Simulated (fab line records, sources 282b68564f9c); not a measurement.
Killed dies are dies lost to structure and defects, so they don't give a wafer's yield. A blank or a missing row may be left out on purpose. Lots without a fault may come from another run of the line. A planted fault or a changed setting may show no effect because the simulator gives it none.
fab line records | flow rit_cmos
record lots=14 wafers=42 last_day=8
route steps=202 shown ACTIVE@3 PWELL@52 GATE@83 M1@196
lots that met no fault: from a run of the same line without faults
start_h: hours from the record's first day to the start of the lot's first wafer shown | wait_h: hours since the lot's step before | " the same as in the row above | L1.1+2: a row that stands for several wafers | - no value, or no start given | * or withheld: withheld | < > ~ a bound
route shown NAME@n: a module of which the file shows steps, and the number in the route of the first | usual: mean/standard deviation of fault-free wafers | same: alike in all rows | chamber/n: place in a boat | sites: the reading at each site | _std_site: their standard deviation | _edge_site: outer sites' mean less inner sites' | radius_mm: how far each site lies from the wafer's centre | mask NAME#n: copy n | behind: the tool/chamber that last shaped the wafer | hold: why the lot was held/for how many hours/how that ended | device: the transistor (n, p or np) that didn't switch | end of line: the same wafers' tests at the end of the route | a step without rows: its recipe alone | killed: dies lost to structure and defects at the first sort, not the wafer's yield | map: a wafer's dies, x killed, . not, _ none there
set.NAME: the setting as run; set.NAME@STEP: as run at that earlier step | model.NAME: the simulator's own value behind a step, which no gauge read
steps of the route over a sample of lots; a table a step, a row a wafer
services: from which hour (start_h, from the record's first day; less than 0 if before it) a tool's chamber was out of use, for how many hours, and why
## steps
# step RIT_ACTIVE_THK_MEAS_02
# recipe reads=SiO2_of_ACTIVE_OXIDATION_01
# usual ACTIVE_OXIDE_THK=46.7/0.8
# columns lot.wafer tool chamber start_h wait_h ACTIVE_OXIDE_THK[nm]
L843.2 film_metro-04 - 17.06 0.0 47.5
L843.3 " - " " 48.4
L843.6 " - " " 48.4
L844.2 film_metro-04 - 22.19 0.0 46.4
L844.3 " - " " 45.7
L844.6 " - " " 45.7
L845.1 film_metro-03 - 27.78 0.0 47.2
L845.2 " - " " 47.4
L845.6 " - " " 46.5
L846.1 film_metro-01 - 32.05 0.0 45.7
L846.4 " - " " 46.1
L846.6 " - " " 46.9
L847.1 film_metro-04 - 38.74 0.0 48.3
L847.2 " - " " 49.1
L847.5 " - " " 47.3
L848.1 film_metro-03 - 42.09 0.0 48.0
L848.2 " - " " 47.2
L848.6 " - " " 47.6
L849.2 film_metro-01 - 47.38 0.0 45.9
L849.5 " - " " 45.8
L849.6 " - " " 46.0
L851.3 film_metro-04 - 57.43 0.0 47.2
L851.4 " - " " 47.0
L851.6 " - " " 46.8
L852.3 film_metro-03 - 63.06 0.0 47.0
L852.5 " - " " 46.3
L852.6 " - " " 46.8
L856.2 film_metro-03 - 84.10 0.0 47.5
L856.5 " - " " 47.0
L856.6 " - " " 47.6
L858.1 film_metro-03 - 92.73 0.0 46.0
L858.3 " - " " 46.2
L858.6 " - " " 46.0
L859.2 film_metro-03 - 99.17 0.0 47.0
L859.4 " - " " 46.5
L859.5 " - " " 46.3
L863.2 film_metro-03 - 120.99 0.0 46.3
L863.3 " - " " 46.1
L863.4 " - " " 46.5
L865.2 film_metro-01 - 128.72 0.0 46.7
L865.4 " - " " 46.1
L865.6 " - " " 47.3
# step RIT_WELLDRIVE_RS_MEAS_02
# recipe thk_meas_gauge=four-point-probe
# usual PWELL_RS=429.6/1.4
# columns lot.wafer tool chamber start_h wait_h PWELL_RS[ohm/sq]
L843.2 film_metro-02 - 34.99 0.1 429.0
L843.3 " - " " 430.2
L843.6 " - " " 429.3
L844.2 film_metro-03 - 38.59 0.1 432.0
L844.3 " - " " 432.8
L844.6 " - " " 432.0
L845.1 film_metro-02 - 46.72 0.1 430.0
L845.2 " - " " 430.0
L845.6 " - " " 429.3
L846.1 film_metro-02 - 52.05 0.1 429.5
L846.4 " - " " 428.2
L846.6 " - " " 429.5
L847.1 film_metro-03 - 55.60 0.1 430.7
L847.2 " - " " 430.9
L847.5 " - " " 431.9
L848.1 film_metro-03 - 59.78 0.1 431.3
L848.2 " - " " 432.0
L848.6 " - " " 431.4
L849.2 film_metro-02 - 65.89 0.1 431.7
L849.5 " - " " 430.0
L849.6 " - " " 430.7
L851.3 film_metro-03 - 76.42 0.1 427.5
L851.4 " - " " 427.4
L851.6 " - " " 429.2
L852.3 film_metro-02 - 81.50 0.1 430.3
L852.5 " - " " 430.5
L852.6 " - " " 429.5
L856.2 film_metro-02 - 104.38 0.1 428.5
L856.5 " - " " 427.3
L856.6 " - " " 427.1
L858.1 film_metro-02 - 117.85 0.1 428.7
L858.3 " - " " 428.6
L858.6 " - " " 427.6
L859.2 film_metro-02 - 121.23 0.1 427.6
L859.4 " - " " 428.7
L859.5 " - " " 429.3
L863.2 film_metro-03 - 142.76 0.1 431.3
L863.3 " - " " 431.5
L863.4 " - " " 430.9
L865.2 film_metro-02 - 152.65 0.1 429.1
L865.4 " - " " 427.4
L865.6 " - " " 428.6
# step RIT_GATE_THK_MEAS_07
# recipe reads=SiO2_of_GATE_OXIDATION_05
# usual GATE_OXIDE_THK=3.02/0.066
# columns lot.wafer tool chamber start_h wait_h GATE_OXIDE_THK[nm]
L843.2 film_metro-01 - 41.53 0.0 3.04
L843.3 " - " " 2.98
L843.6 " - " " 2.96
L844.2 film_metro-01 - 46.86 0.0 3.02
L844.3 " - " " 3.09
L844.6 " - " " 3.09
L845.1 film_metro-01 - 54.57 0.0 3.00
L845.2 " - " " 2.94
L845.6 " - " " 2.99
L846.1 film_metro-01 - 58.56 0.0 2.92
L846.4 " - " " 2.89
L846.6 " - " " 2.90
L847.1 film_metro-01 - 62.74 0.0 3.03
L847.2 " - " " 2.96
L847.5 " - " " 3.00
L848.1 film_metro-04 - 68.46 0.0 2.93
L848.2 " - " " 3.02
L848.6 " - " " 2.97
L849.2 film_metro-02 - 73.18 0.0 3.01
L849.5 " - " " 3.02
L849.6 " - " " 2.94
L851.3 film_metro-01 - 84.38 0.0 2.95
L851.4 " - " " 2.93
L851.6 " - " " 3.02
L852.3 film_metro-02 - 89.71 0.0 3.01
L852.5 " - " " 3.05
L852.6 " - " " 3.06
L856.2 film_metro-04 - 111.34 0.0 2.95
L856.5 " - " " 3.05
L856.6 " - " " 2.94
L858.1 film_metro-02 - 128.81 0.0 3.02
L858.3 " - " " 3.08
L858.6 " - " " 3.09
L859.2 film_metro-04 - 128.82 0.0 3.09
L859.4 " - " " 3.12
L859.5 " - " " 2.96
L863.2 film_metro-02 - 157.59 0.0 3.00
L863.3 " - " " 3.02
L863.4 " - " " 2.98
L865.2 film_metro-04 - 162.94 0.0 3.14
L865.4 " - " " 3.14
L865.6 " - " " 3.20
# step RIT_M1_METAL_ETCH_12
# recipe stop_on=SiO2 chemistry=Cl2/BCl3 target=Al time_s=165 over_etch_frac=0.5 pressure_mtorr=100 target_depth_a=6000 rf_w=250 Cl2_flow_sccm=60 bcl3_flow_sccm=50
# usual drypump_motor_current_A=5.5/0.36 he_backside_leak_sccm=3.31/0.24 oes_product_au=0.776/0.0096 rf_fwd_power_W=248.8/0.83 throttle_valve_pct=8.43/0.11
# columns lot.wafer tool chamber start_h wait_h drypump_motor_current_A he_backside_leak_sccm oes_product_au rf_fwd_power_W rf_hours_counter_h throttle_valve_pct
L843.2 rie_metal-01 0 63.77 0.2 5.6 3.11 0.790 248.8 2 8.56
L843.3 " 0 " " 5.6 3.29 0.788 249.5 - 8.56
L843.6 " 0 " " 5.6 3.18 0.789 248.8 - 8.56
L844.2 rie_metal-02 1 69.10 0.2 5.8 3.49 0.785 247.7 37 8.51
L844.3 " 0 " " 6.1 3.66 0.765 250.0 - 8.19
L844.6 " 1 " " 5.8 3.54 0.785 247.9 - 8.49
L845.1 rie_metal-04 1 75.07 0.2 5.0 3.56 0.759 249.4 4 8.34
L845.2 " 0 " " 5.5 3.18 0.776 249.4 4 8.43
L845.6 " 1 " " 5.0 3.58 0.776 248.9 - 8.35
L846.1 rie_metal-01 0 83.00 0.2 5.6 3.52 0.782 248.4 3 8.56
L846.4 " 1 " " 5.1 3.09 0.761 248.4 - 8.48
L846.6 " 0 " " 5.6 3.41 0.783 248.1 - 8.56
L847.1 rie_metal-02 0 85.11 0.2 6.1 3.58 0.765 249.4 35 8.21
L847.2 " 1 " " 5.8 3.24 0.791 249.2 37 8.51
L847.5 " 1 " " 5.8 3.21 0.786 248.7 - 8.51
L848.1 rie_metal-01 0 91.24 0.2 5.5 3.35 0.784 250.5 3 8.57
L848.2 " 1 " " 5.1 2.86 0.759 248.4 3 8.48
L848.6 " 0 " " 5.6 3.11 0.779 249.2 - 8.57
L849.2 rie_metal-04 0 94.72 0.2 5.5 3.23 0.770 248.0 4 8.43
L849.5 " 1 " " 5.0 3.56 0.776 248.5 - 8.35
L849.6 " 0 " " 5.4 3.22 0.777 249.0 - 8.42
L851.3 rie_metal-01 0 106.45 0.2 5.6 3.25 0.772 250.9 - 8.55
L851.4 " 1 " " 5.1 3.01 0.762 248.9 - 8.47
L851.6 " 1 " " 5.1 3.00 0.763 249.6 - 8.50
L852.3 rie_metal-04 0 111.88 0.2 5.5 3.27 0.774 248.8 - 8.44
L852.5 " 1 " " 5.0 3.50 0.758 249.1 - 8.35
L852.6 " 0 " " 5.5 3.31 0.783 248.3 - 8.41
L856.2 rie_metal-04 0 138.85 0.2 5.5 3.23 0.754 149.1 5 8.43
L856.5 " 1 " " 5.0 3.33 0.780 250.0 - 8.36
L856.6 " 0 " " 5.5 3.30 0.751 148.4 - 8.45
L859.2 rie_metal-01 0 152.82 0.2 5.6 3.32 0.796 249.7 3 8.57
L859.4 " 0 " " 5.6 4.07 0.785 249.2 - 8.55
L859.5 " 1 " " 5.1 2.95 0.769 247.7 - 8.48
L858.1 rie_metal-04 0 154.99 0.2 5.5 3.22 0.745 148.9 5 8.42
L858.3 " 0 " " 5.5 3.22 0.749 148.9 - 8.44
L858.6 " 0 " " 5.5 3.26 0.740 149.2 - 8.43
L863.2 rie_metal-02 0 182.79 0.2 6.1 3.58 0.760 248.9 0 8.20
L863.3 " 0 " " 6.1 3.69 0.774 249.4 - 8.20
L863.4 " 1 " " 5.7 3.33 0.788 248.0 - 8.51
L865.2 rie_metal-01 1 188.75 0.2 5.1 3.18 0.761 249.3 4 8.48
L865.4 " 0 " " 5.6 3.04 0.773 249.5 - 8.55
L865.6 " 1 " " 5.1 3.23 0.762 248.7 - 8.50
# step RIT_M1_CD_MEAS_90
# recipe target_cd_nm=2600
# usual cd_nm=2600/3.3
# columns lot.wafer tool chamber start_h wait_h cd_nm
L843.2 cd_sem-01 - 64.30 0.1 2603
L843.3 " - " " 2604
L843.6 " - " " 2603
L844.2 cd_sem-01 - 69.63 0.1 2602
L844.3 " - " " 2602
L844.6 " - " " 2601
L845.1 cd_sem-02 - 75.60 0.1 2603
L845.2 " - " " 2599
L845.6 " - " " 2604
L846.1 cd_sem-01 - 83.51 0.1 2601
L846.4 " - " " 2601
L846.6 " - " " 2605
L847.1 cd_sem-01 - 85.62 0.1 2602
L847.2 " - " " 2603
L847.5 " - " " 2605
L848.1 cd_sem-01 - 91.75 0.1 2601
L848.2 " - " " 2594
L848.6 " - " " 2602
L849.2 cd_sem-02 - 95.29 0.1 2598
L849.5 " - " " 2602
L849.6 " - " " 2597
L851.3 cd_sem-02 - 106.95 0.1 2601
L851.4 " - " " 2596
L851.6 " - " " 2596
L852.3 cd_sem-02 - 112.38 0.1 2598
L852.5 " - " " 2600
L852.6 " - " " 2599
L856.2 cd_sem-02 - 139.38 0.1 2609
L856.5 " - " " 2601
L856.6 " - " " 2612
L859.2 cd_sem-02 - 153.36 0.1 2598
L859.4 " - " " 2602
L859.5 " - " " 2596
L858.1 cd_sem-02 - 155.68 0.1 2614
L858.3 " - " " 2615
L858.6 " - " " 2615
L863.2 cd_sem-02 - 183.34 0.1 2597
L863.3 " - " " 2599
L863.4 " - " " 2603
L865.2 cd_sem-02 - 189.28 0.1 2595
L865.4 " - " " 2602
L865.6 " - " " 2593
# step RIT_M1_PROBE_99
# usual defect_limited_yield=97.2/1.2 killed_at_M0_to_M3=0.0/0.083 killed_at_contacts=0.1/0.27 killed_at_front_end=7/3.1 killed_dies=7/3.2 killed_on_rim=1.8/1.4 killed_open=3.8/2.1 killed_short=3.6/2 sort_bin_3_pad_short=0.1/0.22 sort_bin_5_function=1.7/0.8 sort_bin_6_memory=1.0/0.64 sort_n_pass=257/3.2 sort_yield_pct=97.2/1.2
# same gross_dies=264 killed_at_M4_up=0 killed_at_back_side=0 killed_at_other=0
# columns lot.wafer tool chamber start_h wait_h defect_limited_yield[%] killed_at_M0_to_M3 killed_at_contacts killed_at_front_end killed_dies killed_on_rim killed_open killed_short sort_bin_3_pad_short[%] sort_bin_5_function[%] sort_bin_6_memory[%] sort_n_pass sort_yield_pct[%]
L843.2 prober-02 - 66.07 0.1 98.1 0 0 5 5 2 1 4 0 1.1 0.8 259 98.1
L843.3 prober-02 - 66.12 0.2 97.0 0 0 8 8 2 4 4 0 1.9 1.1 256 97.0
L843.6 prober-02 - 66.27 0.2 97.0 0 0 8 8 1 4 4 0 1.9 1.1 256 97.0
L844.2 prober-01 - 71.40 0.1 98.1 0 0 5 5 0 4 1 0 0.8 1.1 259 98.1
L844.3 prober-01 - 71.45 0.2 96.2 0 0 10 10 4 7 3 0 1.9 1.9 254 96.2
L844.6 prober-01 - 71.60 0.2 96.2 0 0 10 10 2 6 4 0.4 2.7 0.8 254 96.2
L845.1 prober-02 - 77.34 0.1 95.5 0 0 12 12 1 6 6 0.8 2.7 1.1 252 95.5
L845.2 prober-02 - 77.39 0.1 98.1 0 0 5 5 1 2 3 0.4 1.5 0 259 98.1
L845.6 prober-02 - 77.59 0.2 97.3 0 0 7 7 0 3 4 0 0.8 1.9 257 97.3
L846.1 prober-01 - 85.25 0.1 97.3 0 0 7 7 0 5 2 0 1.5 1.1 257 97.3
L846.4 prober-01 - 85.40 0.2 97.7 0 0 6 6 1 4 2 0 2.3 0 258 97.7
L846.6 prober-01 - 85.50 0.2 95.8 0 0 11 11 4 4 7 0.4 3.0 0.8 253 95.8
L847.1 prober-02 - 87.36 0.1 97.0 0 0 8 8 0 3 5 0.4 2.7 0 256 97.0
L847.2 prober-02 - 87.41 0.1 96.2 0 0 10 10 3 2 8 0 2.7 1.1 254 96.2
L847.5 prober-02 - 87.56 0.2 97.3 0 0 7 7 1 2 5 0.4 1.1 1.1 257 97.3
L848.1 prober-01 - 93.49 0.1 97.7 0 1 5 6 2 4 2 0 1.1 1.1 258 97.7
L848.2 prober-01 - 93.54 0.1 97.3 0 0 7 7 1 2 5 0.8 1.1 0.8 257 97.3
L848.6 prober-01 - 93.74 0.2 98.9 0 0 3 3 1 1 2 0.4 0.8 0 261 98.9
L849.2 prober-02 - 97.06 0.1 98.5 0 0 4 4 0 2 2 0 0.4 1.1 260 98.5
L849.5 prober-02 - 97.21 0.2 97.7 0 0 6 6 2 3 3 0 1.5 0.8 258 97.7
L849.6 prober-02 - 97.26 0.2 95.8 0 0 11 11 3 7 4 0.4 2.3 1.5 253 95.8
L851.3 prober-02 - 108.75 0.2 96.2 1 0 9 10 3 3 7 0 1.1 2.7 254 96.2
L851.4 prober-02 - 108.80 0.2 97.0 0 0 8 8 1 3 5 0.4 1.5 1.1 256 97.0
L851.6 prober-02 - 108.90 0.2 98.1 0 0 5 5 1 3 2 0 1.5 0.4 259 98.1
L852.3 prober-01 - 114.18 0.2 95.5 0 0 12 12 4 7 5 0.4 2.7 1.5 252 95.5
L852.5 prober-01 - 114.28 0.2 94.7 0 0 14 14 4 8 6 0 3.4 1.9 250 94.7
L852.6 prober-01 - 114.33 0.2 98.5 0 0 4 4 2 1 3 0 1.1 0.4 260 98.5
L856.2 prober-01 - 141.59 0.1 0.8 255 0 7 262 68 5 2 0 98.1 1.1 2 0.8
L856.5 prober-01 - 141.74 0.2 98.9 0 0 3 3 1 1 2 0 0.4 0.8 261 98.9
L856.6 prober-01 - 141.79 0.2 0 254 0 10 264 70 8 2 0 98.5 1.5 0 0
L859.2 prober-01 - 155.13 0.1 97.7 0 0 6 6 2 2 4 0 0.8 1.5 258 97.7
L859.4 prober-01 - 155.23 0.2 95.8 0 0 11 11 4 6 5 0.4 2.7 1.1 253 95.8
L859.5 prober-01 - 155.28 0.2 96.2 0 0 10 10 3 4 6 0 2.7 1.1 254 96.2
L858.1 prober-02 - 157.42 0.1 0 262 0 2 264 70 1 1 0 100.0 0 0 0
L858.3 prober-02 - 157.52 0.2 0 256 1 7 264 70 4 4 0.4 99.2 0.4 0 0
L858.6 prober-02 - 157.67 0.2 0 256 0 8 264 70 2 6 0 98.5 1.5 0 0
L863.2 prober-02 - 185.11 0.1 98.5 0 0 4 4 1 2 2 0 0.4 1.1 260 98.5
L863.3 prober-02 - 185.16 0.2 98.9 0 0 3 3 1 3 0 0 0.4 0.8 261 98.9
L863.4 prober-02 - 185.21 0.2 97.7 0 0 6 6 3 3 3 0 1.1 1.1 258 97.7
L865.2 prober-01 - 191.05 0.1 96.6 0 0 9 9 2 2 7 0.8 1.9 0.8 255 96.6
L865.4 prober-01 - 191.15 0.2 95.1 0 0 13 13 2 8 5 0.4 2.7 1.9 251 95.1
L865.6 prober-01 - 191.25 0.2 96.2 0 0 10 10 3 6 4 0.4 1.5 1.9 254 96.2
# killed by level:class
L843.2 SILICIDE:geometric_particle:short=2 FOX1:geometric_particle:open=1 GATE:geometric_particle:short=1 REOX:geometric_particle:short=1
L843.3 REOX:geometric_particle:open=2 REOX:geometric_particle:short=2 FOX1:geometric_particle:short=1 FOX2:geometric_particle:open=1 GATE:geometric_particle:open=1 GATE:geometric_particle:short=1
L843.6 GATE:geometric_particle:open=2 FOX1:geometric_particle:open=1 FOX2:geometric_particle:open=1 FOX2:geometric_particle:short=1 GATE:geometric_particle:short=1 SPACER:geometric_particle:short=1 SILICIDE:geometric_particle:short=1
L844.2 FOX1:geometric_particle:open=1 FOX1:geometric_particle:short=1 GATE:geometric_particle:open=1 REOX:geometric_particle:open=1 SPACER:geometric_particle:open=1
L844.3 GATE:geometric_particle:open=3 FOX1:geometric_particle:open=2 REOX:geometric_particle:open=2 FOX1:geometric_particle:short=1 SPACER:geometric_particle:short=1 SILICIDE:geometric_particle:short=1
L844.6 GATE:geometric_particle:open=4 FOX1:geometric_particle:short=2 FOX1:geometric_particle:open=1 GATE:geometric_particle:short=1 REOX:geometric_particle:open=1 REOX:geometric_particle:short=1
L845.1 SPACER:geometric_particle:short=5 GATE:geometric_particle:open=2 SPACER:geometric_particle:open=2 REOX:geometric_particle:open=1 REOX:geometric_particle:short=1 SILICIDE:geometric_particle:open=1
L845.2 FOX1:geometric_particle:short=1 FOX2:geometric_particle:short=1 GATE:geometric_particle:open=1 REOX:geometric_particle:short=1 SILICIDE:geometric_particle:open=1
L845.6 GATE:geometric_particle:open=2 SILICIDE:geometric_particle:short=2 FOX1:geometric_particle:short=1 FOX1:geometric_particle:open=1 REOX:geometric_particle:short=1
L846.1 REOX:geometric_particle:open=3 REOX:geometric_particle:short=2 FOX1:geometric_particle:open=1 GATE:geometric_particle:open=1
L846.4 GATE:geometric_particle:open=2 SPACER:geometric_particle:short=2 FOX1:geometric_particle:open=1 SILICIDE:geometric_particle:open=1
L846.6 GATE:geometric_particle:short=3 REOX:geometric_particle:open=3 REOX:geometric_particle:short=2 FOX1:geometric_particle:open=1 FOX1:geometric_particle:short=1 FOX2:geometric_particle:short=1
L847.1 FOX2:geometric_particle:short=2 SPACER:geometric_particle:open=2 FOX1:geometric_particle:open=1 FOX1:geometric_particle:short=1 GATE:geometric_particle:short=1 REOX:geometric_particle:short=1
L847.2 GATE:geometric_particle:short=3 FOX1:geometric_particle:short=2 FOX2:geometric_particle:short=2 FOX1:geometric_particle:open=1 FOX2:geometric_particle:open=1 REOX:geometric_particle:short=1
L847.5 FOX2:geometric_particle:short=3 FOX2:geometric_particle:open=1 GATE:geometric_particle:short=1 GATE:geometric_particle:open=1 SILICIDE:geometric_particle:short=1
L848.1 REOX:geometric_particle:open=3 FOX2:geometric_particle:open=1 SILICIDE:geometric_particle:short=1 CONTACT:geometric_particle:short=1
L848.2 GATE:geometric_particle:short=3 FOX1:geometric_particle:short=1 FOX1:geometric_particle:open=1 FOX2:geometric_particle:short=1 REOX:geometric_particle:open=1
L848.6 GATE:geometric_particle:short=1 REOX:geometric_particle:short=1 REOX:geometric_particle:open=1
L849.2 GATE:geometric_particle:short=1 REOX:geometric_particle:open=1 SPACER:geometric_particle:open=1 SILICIDE:geometric_particle:short=1
L849.5 FOX1:geometric_particle:short=1 GATE:geometric_particle:open=1 REOX:geometric_particle:open=1 SPACER:geometric_particle:short=1 SPACER:geometric_particle:open=1 SILICIDE:geometric_particle:short=1
L849.6 GATE:geometric_particle:open=4 GATE:geometric_particle:short=3 SILICIDE:geometric_particle:open=2 REOX:geometric_particle:short=1 SPACER:geometric_particle:open=1
L851.3 FOX1:geometric_particle:open=2 REOX:geometric_particle:short=2 SPACER:geometric_particle:short=2 GATE:geometric_particle:short=1 REOX:geometric_particle:open=1 SILICIDE:geometric_particle:short=1 M1:geometric_particle:short=1
L851.4 GATE:geometric_particle:short=3 GATE:geometric_particle:open=2 REOX:geometric_particle:short=1 SPACER:geometric_particle:short=1 SILICIDE:geometric_particle:open=1
L851.6 GATE:geometric_particle:open=2 SPACER:geometric_particle:short=2 FOX2:geometric_particle:open=1
L852.3 SILICIDE:geometric_particle:open=3 FOX1:geometric_particle:short=2 GATE:geometric_particle:open=2 SILICIDE:geometric_particle:short=2 FOX1:geometric_particle:open=1 FOX2:geometric_particle:open=1 GATE:geometric_particle:short=1
L852.5 FOX1:geometric_particle:open=4 FOX1:geometric_particle:short=2 FOX2:geometric_particle:open=2 GATE:geometric_particle:short=2 REOX:geometric_particle:short=1 REOX:geometric_particle:open=1 SPACER:geometric_particle:open=1 SILICIDE:geometric_particle:short=1
L852.6 FOX1:geometric_particle:short=2 FOX2:geometric_particle:open=1 SILICIDE:geometric_particle:short=1
L856.2 M1:area_etch=255 SPACER:geometric_particle:open=2 FOX1:geometric_particle:open=1 FOX1:geometric_particle:short=1 GATE:geometric_particle:short=1 GATE:geometric_particle:open=1 SILICIDE:geometric_particle:open=1
L856.5 GATE:geometric_particle:open=1 REOX:geometric_particle:short=1 SPACER:geometric_particle:short=1
L856.6 M1:area_etch=254 GATE:geometric_particle:open=6 SPACER:geometric_particle:open=2 GATE:geometric_particle:short=1 SILICIDE:geometric_particle:short=1
L859.2 GATE:geometric_particle:open=2 GATE:geometric_particle:short=1 REOX:geometric_particle:short=1 SPACER:geometric_particle:short=1 SILICIDE:geometric_particle:short=1
L859.4 GATE:geometric_particle:short=4 GATE:geometric_particle:open=2 REOX:geometric_particle:open=2 FOX1:geometric_particle:open=1 SPACER:geometric_particle:open=1 SILICIDE:geometric_particle:short=1
L859.5 GATE:geometric_particle:short=5 GATE:geometric_particle:open=2 FOX1:geometric_particle:open=1 SILICIDE:geometric_particle:short=1 SILICIDE:geometric_particle:open=1
L858.1 M1:area_etch=262 FOX2:geometric_particle:short=1 SILICIDE:geometric_particle:open=1
L858.3 M1:area_etch=256 FOX2:geometric_particle:short=2 GATE:geometric_particle:open=2 GATE:geometric_particle:short=1 REOX:geometric_particle:short=1 REOX:geometric_particle:open=1 CONTACT:geometric_particle:open=1
L858.6 M1:area_etch=256 GATE:geometric_particle:short=3 SPACER:geometric_particle:short=2 REOX:geometric_particle:open=1 REOX:geometric_particle:short=1 SPACER:geometric_particle:open=1
L863.2 ACTIVE:geometric_particle:open=1 FOX1:geometric_particle:short=1 GATE:geometric_particle:short=1 SILICIDE:geometric_particle:open=1
L863.3 FOX1:geometric_particle:open=1 FOX2:geometric_particle:open=1 SPACER:geometric_particle:open=1
L863.4 GATE:geometric_particle:short=2 SILICIDE:geometric_particle:open=2 FOX2:geometric_particle:short=1 SPACER:geometric_particle:open=1
L865.2 GATE:geometric_particle:open=2 SPACER:geometric_particle:short=2 FOX1:geometric_particle:short=1 FOX2:geometric_particle:short=1 GATE:geometric_particle:short=1 REOX:geometric_particle:short=1 SILICIDE:geometric_particle:short=1
L865.4 GATE:geometric_particle:short=3 SILICIDE:geometric_particle:open=3 GATE:geometric_particle:open=2 SPACER:geometric_particle:open=2 REOX:geometric_particle:open=1 SPACER:geometric_particle:short=1 SILICIDE:geometric_particle:short=1
L865.6 SILICIDE:geometric_particle:open=2 FOX1:geometric_particle:short=1 FOX1:geometric_particle:open=1 FOX2:geometric_particle:short=1 FOX2:geometric_particle:open=1 GATE:geometric_particle:open=1 GATE:geometric_particle:short=1 SPACER:geometric_particle:open=1
## services
# columns tool chamber start_h hours kind
rie_metal-04 - 54.64 2.8 pm
rie_metal-04 - 91.14 0.1 repair
rie_metal-01 - 112.92 1.4 pm
rie_metal-02 - 125.76 14.6 pm
rie_metal-02 - 140.36 20.0 pm
rie_metal-02 0 140.36 20.0 vent_cycle
rie_metal-02 1 140.36 20.0 vent_cycle
rie_metal-04 1 154.11 3.1 repair
rie_metal-02 - 160.36 2.8 pm
rie_metal-02 0 160.36 - clean
rie_metal-02 1 160.36 - clean
rie_metal-01 1 167.70 1.4 repair
## key
first_sign step=RIT_M1_METAL_ETCH_12 reading=rf_fwd_power_W direction=down sigmas=99+ usual=248.8 struck=148.9
effect step=RIT_M1_METAL_ETCH_12 reading=oes_product_au direction=down sigmas=2.9 usual=0.776 struck=0.748
effect step=RIT_M1_CD_MEAS_90 reading=cd_nm direction=up sigmas=3.7 usual=2600 struck=2613
effect step=RIT_M1_PROBE_99 reading=killed_at_M0_to_M3 direction=up sigmas=99+ usual=0.0 struck=256.6
more_kills_born_at RIT_M1_METAL_ETCH_12@rie_metal-04=1283
met_at RIT_M1_METAL_ETCH_12
struck_lots L856,L858
struck_wafers L856.2,L856.6,L858.1,L858.3,L858.6
later_rows_left_out L856.2,L856.6,L858.1,L858.3,L858.6
not_acting_at RIT_ACTIVE_THK_MEAS_02,RIT_WELLDRIVE_RS_MEAS_02,RIT_GATE_THK_MEAS_07
onset_between 111.88 138.85
fault kind=process_parameter_drift tool=rie_metal-04 chamber=0 onset_h=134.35 steps=RIT_M1_METAL_ETCH_12 channel=rf_w offset=-100 shape=step end_h=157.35 stated=250
# later_rows_left_out: the simulator's readings of these wafers behind a module that went badly wrong aren't trusted and aren't shown, but for the sort
